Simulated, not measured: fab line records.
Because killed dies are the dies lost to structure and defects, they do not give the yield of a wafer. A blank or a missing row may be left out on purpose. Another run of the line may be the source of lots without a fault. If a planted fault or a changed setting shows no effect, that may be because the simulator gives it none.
8D (eight disciplines) problem report, filled in by code || flow berkeley-cmos170 || the parts of the form that need people (team, actions taken, sign-off) are left out

== 1. THE PROBLEM ==
cd-nm at UCB170_V2_CD_MEAS_12 reads a mean of 708.2 nm on 6 wafers of 2 lots; wafers without a fault read 700.1 nm with a standard deviation of 1.4. That is +5.8 standard deviations from the usual mean.
The step: target cd 700 nm.
The first sign was on wafer L104.2 at day 9 13:02, on cd-sem-02. The record holds 42 wafers of 14 lots with a number at this step. The rule behind "out" and "out of limits": a value lying over 4 standard deviations away from the usual mean. The other wafers with a number count as sound.

== 2. WHAT IT IS, AND WHAT IT ISN'T ==
{"question": "which readings at this step", "is": "cd-nm", "is not": "-"}
{"question": "which lots", "is": "L104, L111", "is not": "L100, L101, L105, L108, L113, L116, L993, L994, L995, L996, L997, L998"}
{"question": "which wafers of those lots", "is": "all that have a number", "is not": "-"}
{"question": "read on which gauges", "is": "cd-sem-02", "is not": "cd-sem-01"}
{"question": "when", "is": "from day 9 13:02", "is not": "up to then (24 sound wafers); but 12 sound wafers of L101, L108, L113, L116 came after"}

== 3. THE SUSPECTS, EACH WITH WHAT RULES IT OUT ==
Counting: a tool at a process step up to the reading stays a suspect if it ran every lot that is out and no sound lot after the first of them.
- the gauge at UCB170_V2_CD_MEAS_12: kept. All the wafers that are out were read on cd-sem-02, and no step on other tools shows them out.
- plasma-asher-03 at UCB170_PWELL_STRIP_16 (strips in O2): ruled out as a lasting fault. Sound lots L113 ran on it after its first lot that is out, L104 (day 5 01:13).
- pecvd-02 at UCB170_V1_CVD_00 (deposits SiO2 from TEOS/O2, target thk 2000 nm, time 250 s): kept. It ran every lot that is out, first L104 (day 9 04:07), and no sound lot after that; its last sound lot up to then is L100 (day 8 12:57).
- litho-track-03 at UCB170_V2_PEB_10: kept. It ran every lot that is out, first L104 (day 9 12:46), and no sound lot after that; its last sound lot up to then is L100 (day 8 21:23).
The count leaves pecvd-02 at UCB170_V1_CVD_00, litho-track-03 at UCB170_V2_PEB_10, and cd-sem-02 at UCB170_V2_CD_MEAS_12.

== 4. THE CAUSE (what the simulator had put in) ==
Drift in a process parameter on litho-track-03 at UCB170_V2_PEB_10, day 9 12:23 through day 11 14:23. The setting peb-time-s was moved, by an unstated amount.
After counting, 3 suspects remain, this tool included.

== 5. THE CHAIN OF EFFECTS, in route order ==
One row per reading whose mean, taken over the struck wafers that have a number, lies over 3 standard deviations from the usual. Only readings for which the record gives a usual standard deviation are gone through. hours: the time from each lot's start at the first step in this table that gives one to its start at this step, as a median over the lots. sigmas: the change in usual standard deviations.
{"hours": 0, "step": "UCB170_V2_CD_MEAS_12", "reading": "cd-nm", "usual": "700.1 nm", "on struck wafers": 708.2, "change": "+8.1", "sigmas": "+5.8"}

== 6. WHAT WOULD HAVE CAUGHT IT SOONER ==
In this record the first reading out of limits at a measuring or inspecting step was taken at day 9 13:02, 1 hour after the fault began at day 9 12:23.
Of the lots that are out (2), L111 began UCB170_V2_PEB_10 on litho-track-03 after day 9 13:02. A tool hold placed at that time would have kept it from harm.
